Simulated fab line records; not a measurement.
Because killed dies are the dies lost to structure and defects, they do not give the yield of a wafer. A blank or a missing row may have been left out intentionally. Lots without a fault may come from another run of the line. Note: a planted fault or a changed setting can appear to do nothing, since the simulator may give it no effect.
The same fault as seen by 2 desks :: flow berkeleyCmos170 :: only its own numbers are on each desk; what lay behind them is given at the end

## AT THE TOOL OWNER'S DESK: furnace-04
At UCB170_WELLDRIVE_ANNEAL_03 (time 900 s), the tool's own readings, given per lot that ran on this tool as the mean of the sampled wafers with a number. Marked OUT: a lot whose mean sits more than 4 standard deviations from the usual mean, which makes it out of limits; the brackets give that distance.
Columns: A = spikeTcCentreC at UCB170_WELLDRIVE_ANNEAL_03, usual 1102.9 C; B = spikeTcLoadC at UCB170_WELLDRIVE_ANNEAL_03, usual 1126.4 C; C = spikeTcSourceC at UCB170_WELLDRIVE_ANNEAL_03, usual 1127 C; D = tubeCenterTempC at UCB170_WELLDRIVE_ANNEAL_03, usual 1100 C; E = tube_center_temp_C_max at UCB170_WELLDRIVE_ANNEAL_03, usual 1102.9
lot: L212
first seen here: day 4 17:17
A: 1103.5
B: 1124.8
C: 1126
D: 1100
E: 1103.1

lot: L215
first seen here: day 5 05:17
A: 1102.5
B: 1124.8
C: 1126
D: 1100
E: 1103.0

lot: L218
first seen here: day 5 20:44
A: 1127.1 (+22) OUT
B: 1148.4 (+10) OUT
C: 1150 (+6.3) OUT
D: 1124 (+99 or more) OUT
E: 1125.6 (+44) OUT

lot: L219
first seen here: day 5 20:44
A: 1126.1 (+21) OUT
B: 1148.0 (+9.8) OUT
C: 1150 (+6.1) OUT
D: 1124 (+99 or more) OUT
E: 1126.5 (+46) OUT
This desk finds L218, L219 out of limits, L218 being first, at day 5 20:44 (spikeTcCentreC at UCB170_WELLDRIVE_ANNEAL_03). L212, L215 stayed within limits.

## METROLOGY DESK
Means of the sampled wafers that have a number, per lot and without regard to the tool the lot ran on: this is what the gauges read. Marked OUT: a lot whose mean sits more than 4 standard deviations from the usual mean, which makes it out of limits; the brackets give that distance.
Columns: A = PWELL_OVL at UCB170_PWELL_OVL_MEAS_13, usual 2 nm; B = PWELL_TW at UCB170_PWELL_TW_MEAS_17, usual 381; C = WELLDRIVE_OXIDE_THK at UCB170_WELLDRIVE_THK_MEAS_02, usual 202 nm
lot: L212
first seen here: day 4 03:31
A: 4
B: 384
C: 205

lot: L215
first seen here: day 4 14:59
A: -1
B: 385
C: 201

lot: L217
first seen here: day 5 02:12
A: 1
B: 377
C: 202

lot: L218
first seen here: day 5 07:14
A: 4
B: 387
C: 198

lot: L219
first seen here: day 5 07:21
A: 3
B: 377
C: 198

lot: L226
first seen here: day 6 17:01
A: -2
B: 387
C: 206
Finding of this desk: none of the 6 lots has anything out of limits.

## BROUGHT TOGETHER
An alarm could have come from the tool owner's desk at day 5 20:44, on L218, L219.
The metrology desk saw nothing out of limits.
The metrology desk holds a record of L218, L219, inside its limits.
Every lot named ran UCB170_WELLDRIVE_ANNEAL_03 on furnace-04.

## WHAT THE SIMULATOR HAD PUT IN
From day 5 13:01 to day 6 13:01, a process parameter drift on furnace-04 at UCB170_WELLDRIVE_ANNEAL_03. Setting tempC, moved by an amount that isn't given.
Struck lots among those shown: L218, L219.
Time in hours from fault onset to the first out-of-limits reading at each desk: the tool owner's desk, 8.
